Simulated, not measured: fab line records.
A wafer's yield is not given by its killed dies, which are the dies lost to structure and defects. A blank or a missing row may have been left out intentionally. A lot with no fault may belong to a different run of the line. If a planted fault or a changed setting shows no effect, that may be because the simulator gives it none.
Comparing a struck lot with a sound one    flow rit_cmos    30 out of 202 route steps
Sound: these wafers, L693.2, L693.4, L693.5. Wafers L686.1, L686.2, L686.4 were the ones struck. At the end, the cause is stated.
At each step with rows: each side's tool, then ch and its chambers, then its first start. Under that, the readings that differ: sound wafers    struck wafers    difference of the means    sigmas: that difference in standard deviations of wafers without a fault.
alike: readings whose means differ by less than 2 such deviations, and words and numbers that are the same on both sides. not compared: withheld readings, readings that some wafer has no value for, bounds like >300 that may hide the same value, and numbers for which the record gives no deviation and whose values overlap.
Wherever a step has rows on one side only, a row that says differs or no value, or a row with sigmas, the two part there. Non-overlapping numbers with no deviation appear without sigmas and do not part them. A reading that every wafer of one side lacks parts them only if that side has two wafers or more.

RIT_FOX2_THK_MEAS_01:
  sound: film_metro-03 at day 6 11:40; struck: film_metro-03 at day 4 22:24
  alike: FOX2_OXIDE_THK
then, 2 steps without rows for these wafers: RIT_FOX2_CLEAN_02 (cleans in dHF, time 180 s); RIT_FOX2_WET_ETCH_03 (etches Si3N4 in H3PO4, target depth 195 nm, time 2700 s).
RIT_FOX2_THK_MEAS_90:
  sound: film_metro-01 at day 6 12:32; struck: film_metro-03 at day 4 23:17
  alike: FIELD_OXIDE_LEFT_1_THK
then, 6 steps without rows for these wafers: RIT_NWELL_HMDS_00 (prime time 58.51 s); RIT_NWELL_COAT_01 (resist thk 1300 nm); RIT_NWELL_SOFTBAKE_02 (time 60 s); RIT_NWELL_EXPOSE_03 (exposes mask M2, target cd 43900 nm); RIT_NWELL_PEB_04; RIT_NWELL_DEVELOP_05 (develop time 68 s).
RIT_NWELL_OVL_MEAS_06:
  sound: overlay-02 at day 6 13:29; struck: overlay-01 at day 5 00:20
  alike: NWELL_OVL
then, 1 step without rows for these wafers: RIT_NWELL_HARDBAKE_07 (time 120 s).
RIT_NWELL_IMPLANT_08:
  sound on implanter-01 ch 0, day 6 13:47; struck on implanter-03 ch 0, day 5 00:38
reading             sound                          struck                         difference  sigmas
dose_ions_cm2       4.996e+13 4.994e+13 4.994e+13  4.141e+13 4.145e+13 4.145e+13  -8.510e+12  -99 or more
faraday_current_uA  156 153 158                    135 132 132                    -23         -7
RIT_NWELL_STRIP_09: strips in O2, time 180 s.
  sound on plasma_asher-04 ch 0, day 6 13:55; struck on plasma_asher-03 ch 0,1, day 5 00:47
reading                      sound        struck       difference  sigmas
drypump_motor_current_A (A)  4.8 4.8 4.8  6.2 5.9 6.2  +1.3        +3
  not compared: rf_hours_counter_h
RIT_NWELL_TW_MEAS_10:
  sound: film_metro-04 at day 6 14:06; struck: film_metro-04 at day 5 00:57
reading   sound           struck          difference  sigmas
NWELL_TW  2203 2191 2187  2054 2068 2060  -133        -5
then, 6 steps without rows for these wafers: RIT_PWELL_HMDS_00 (prime time 60 s); RIT_PWELL_COAT_01 (resist thk 1300 nm); RIT_PWELL_SOFTBAKE_02 (time 60 s); RIT_PWELL_EXPOSE_03 (exposes mask M3, target cd 43700 nm); RIT_PWELL_PEB_04; RIT_PWELL_DEVELOP_05 (develop time 68 s).
RIT_PWELL_OVL_MEAS_06:
  sound: overlay-02 at day 6 15:10; struck: overlay-02 at day 5 01:53
  alike: PWELL_OVL
then, 2 steps without rows for these wafers: RIT_PWELL_HARDBAKE_07 (time 120 s); RIT_PWELL_IMPLANT_08.
RIT_PWELL_STRIP_09: strips in O2, time 180 s.
  sound on plasma_asher-01 ch 0,1, day 6 15:40; struck on plasma_asher-02 ch 0,1, day 5 02:20
  alike: drypump_motor_current_A
  not compared: rf_hours_counter_h
RIT_PWELL_TW_MEAS_10:
  sound: film_metro-03 at day 6 15:51; struck: film_metro-03 at day 5 02:30
  alike: PWELL_TW
then, 1 step without rows for these wafers: RIT_WELLDRIVE_ANNEAL_00 (time 14700 s).
RIT_WELLDRIVE_RS_MEAS_01: measurement is done with a four-point probe.
  sound: film_metro-04 at day 6 21:53; struck: film_metro-04 at day 5 07:49
reading            sound              struck             difference  sigmas
NWELL_RS (ohm/sq)  275.0 275.6 276.0  310.3 310.2 310.1  +34.7       +43
RIT_WELLDRIVE_RS_MEAS_02: measurement is done with a four-point probe.
  sound: film_metro-04 at day 6 22:00; struck: film_metro-04 at day 5 07:56
  alike: PWELL_RS
RIT_M1_PROBE_99:
  sound: prober-02 at day 8 04:08; struck: prober-01 at day 6 16:22
reading                                  sound                 struck                difference  sigmas
model.etest.nwell_pinched.rs_ohm_sq      337.5 338.8 335.2     387.1 385.4 388.6     +49.9       
model.etest.well_edge_right.line_ohm_um  182.8 183.5 182.5     209.4 209.5 209.6     +26.6       
model.etest.well_edge_left.line_ohm_um   178.2 182.6 182.8     210 208.5 209.3       +28         
model.etest.pmos_0p3.drive_ua_um         99.42 100.3 101.9     105 104.5 106.7       +5          
model.etest.field_p_metal.vt_v (V)       -29.92 -29.99 -30.05  -25.67 -25.27 -26.09  +4.31       
model.etest.iso_nwell_nwell.bv_v (V)     22.23 22.47 22.28     22.89 22.82 23.28     +0.67       
model.etest.field_p.vt_v (V)             -12.69 -12.76 -12.71  -11.13 -11.05 -11.1   +1.63       
  alike: killed_at_contacts, killed_at_front_end, killed_dies, killed_open, killed_short
  not compared: model.etest.pmos_0p3.r_on_ohm_um

WHERE THEY PART
At RIT_NWELL_IMPLANT_08 first; at RIT_WELLDRIVE_RS_MEAS_01 last (within this record only). Later steps at which nothing parts them and some readings are alike: RIT_WELLDRIVE_RS_MEAS_02, RIT_M1_PROBE_99.

WHY: what had been put in by the simulator
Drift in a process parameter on implanter-03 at RIT_NWELL_IMPLANT_08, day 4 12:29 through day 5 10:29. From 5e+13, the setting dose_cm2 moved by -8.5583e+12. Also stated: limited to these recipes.
